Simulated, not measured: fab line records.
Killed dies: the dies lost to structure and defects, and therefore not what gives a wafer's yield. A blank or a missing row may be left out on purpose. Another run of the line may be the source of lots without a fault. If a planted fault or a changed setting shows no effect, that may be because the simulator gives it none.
Which tool was responsible? | flow rit-cmos | 13 lots with 39 wafers sampled at 4 steps, on a route of 202 steps

WHAT EACH GAUGE READ, for each wafer
RIT_ACTIVE_BOW_MEAS_00.
lot  | measured    | on            | INCOMING_BOW (um)
L323 | day 1 10:01 | film-metro-03 | 16 -5 11
L324 | day 1 15:00 | film-metro-04 | 1 3 -9
L325 | day 1 20:01 | film-metro-02 | -5 0 -5
L326 | day 2 01:01 | film-metro-04 | 5 -2 -5
L327 | day 2 06:00 | film-metro-04 | 3 4 2
L328 | day 2 11:00 | film-metro-02 | 15 -17 3
L329 | day 2 16:02 | film-metro-02 | 14 8 8
L341 | day 5 04:00 | film-metro-04 | -7 1 6
L342 | day 5 09:01 | film-metro-03 | 9 4 9
L343 | day 5 14:00 | film-metro-03 | -3 9 -8
L344 | day 5 19:01 | film-metro-03 | 2 -3 -3
L345 | day 6 00:01 | film-metro-04 | 2 7 -11
L346 | day 6 05:00 | film-metro-04 | -2 1 -7

RIT_WELLDRIVE_RS_MEAS_01: measurement is done with a four-point probe.
lot  | measured    | on            | NWELL_RS (ohm/sq)
L323 | day 2 07:48 | film-metro-02 | 276.8 276.2 276.0
L324 | day 2 12:52 | film-metro-01 | 274.4 275.2 274.9
L325 | day 2 16:58 | film-metro-04 | 276.5 275.7 277.0
L326 | day 2 21:55 | film-metro-02 | 275.3 275.5 275.6
L327 | day 3 03:11 | film-metro-02 | 275.1 276.0 276.4
L328 | day 3 06:30 | film-metro-04 | 274.6 275.3 275.1
L329 | day 3 11:38 | film-metro-02 | 274.7 275.2 275.9
L341 | day 5 23:30 | film-metro-01 | 273.8 274.0 273.7
L342 | day 6 04:37 | film-metro-04 | 276.4 275.4 275.8
L343 | day 6 07:43 | film-metro-01 | 275.7 274.0 275.6
L344 | day 6 14:17 | film-metro-04 | 275.7 274.1 274.0
L345 | day 6 19:58 | film-metro-02 | 275.3 275.8 274.8
L346 | day 7 00:58 | film-metro-04 | 276.1 276.7 275.9

RIT_SILICIDE_THK_MEAS_03: measures by xrf.
lot  | measured    | on            | SILICIDE_TI_THK (nm)
L323 | day 3 08:23 | film-metro-04 | 29.1 28.7 29.1
L324 | day 3 12:23 | film-metro-01 | 28.9 28.2 28.4
L325 | day 3 17:36 | film-metro-01 | 28.0 28.6 28.6
L326 | day 3 21:14 | film-metro-03 | 28.8 28.7 28.7
L327 | day 4 04:18 | film-metro-01 | 28.4 28.2 28.6
L328 | day 4 09:34 | film-metro-04 | 29.1 29.2 29.1
L341 | day 7 00:41 | film-metro-03 | 28.5 28.3 28.6
L342 | day 7 03:08 | film-metro-01 | 28.4 29.0 29.2
L343 | day 7 07:57 | film-metro-04 | 28.6 28.0 28.9
L344 | day 7 12:10 | film-metro-01 | 28.4 28.9 28.7
L345 | day 7 20:58 | film-metro-01 | 29.1 28.4 28.7
L346 | day 7 22:29 | film-metro-01 | 29.0 28.6 28.1

WHAT TOOL EACH LOT RAN ON (gives the tool, then ch and the chambers of the sampled wafers, and finally the start)
lot  | RIT_PLDD_STRIP_09
L323 | plasma-asher-03 ch 0,1, day 3 01:20
L324 | plasma-asher-03 ch 0,1, day 3 05:10
L325 | plasma-asher-04 ch 0, day 3 10:29
L326 | plasma-asher-01 ch 0,1, day 3 13:52
L327 | plasma-asher-03 ch 0,1, day 3 21:25
L328 | plasma-asher-01 ch 0, day 4 01:44
L329 | plasma-asher-01 ch 0,1, day 4 05:17
L341 | plasma-asher-01 ch 0,1, day 6 17:22
L342 | plasma-asher-04 ch 0,1, day 6 19:40
L343 | plasma-asher-01 ch 0,1, day 7 00:57
L344 | plasma-asher-04 ch 0,1, day 7 05:14
L345 | plasma-asher-01 ch 0,1, day 7 13:24
L346 | plasma-asher-04 ch 0,1, day 7 15:35
- RIT_PLDD_STRIP_09: strips in O2, time 180 s.

AS READ BY THE TOOLS THEMSELVES (means over the sampled wafers that have a number; for cases with no such wafer, the mark the record gives instead)
RIT_PLDD_STRIP_09.
lot  | tool            | drypump-motor-current-A (A) | run-length-s (s)
L323 | plasma-asher-03 | 5.1                         | 208.2
L324 | plasma-asher-03 | 5.1                         | 208.3
L325 | plasma-asher-04 | 5.8                         | 207.7
L326 | plasma-asher-01 | 5.3                         | 208.7
L327 | plasma-asher-03 | 5.1                         | 208.4
L328 | plasma-asher-01 | 5.8                         | 208.8
L329 | plasma-asher-01 | 5.3                         | 72.2
L341 | plasma-asher-01 | 5.3                         | 208.6
L342 | plasma-asher-04 | 6.5                         | 208.2
L343 | plasma-asher-01 | 5.6                         | 208.6
L344 | plasma-asher-04 | 6.2                         | 208.0
L345 | plasma-asher-01 | 5.3                         | 208.5
L346 | plasma-asher-04 | 6.2                         | 208.1

THE ANSWER, worked out from the rows above alone
Rule: usual is defined by the lots themselves. The widest of any qualifying gaps counts: lots, ordered by their means at a reading, are off when they make up no more than a third of the lots, leave a main group of 4 or more, and stand apart from it by 3 or more times the standard deviation of that group's means. The tables above print the reading to a certain number of digits; a main group whose means all agree to those digits is not used. Also off: a lot with no number at a reading for which 4 or more lots have one. The other lots that the step has rows for count as sound. First the gauges in route order, then the tools' own readings, where a lot's mean is used as printed above. At the first step where some lot is off, the reading lying furthest off is the one used; lots without a number count as furthest.
Off: L329 (RIT_PLDD_STRIP_09, run-length-s). Main group: mean 208.3 s, sd 0.31.
A tool fits if, at that step or a process step before it, it ran every lot that is off, and no sound lot after the first of them. Not one of the candidates tried fits.

WHAT WAS PUT IN BY THE SIMULATOR
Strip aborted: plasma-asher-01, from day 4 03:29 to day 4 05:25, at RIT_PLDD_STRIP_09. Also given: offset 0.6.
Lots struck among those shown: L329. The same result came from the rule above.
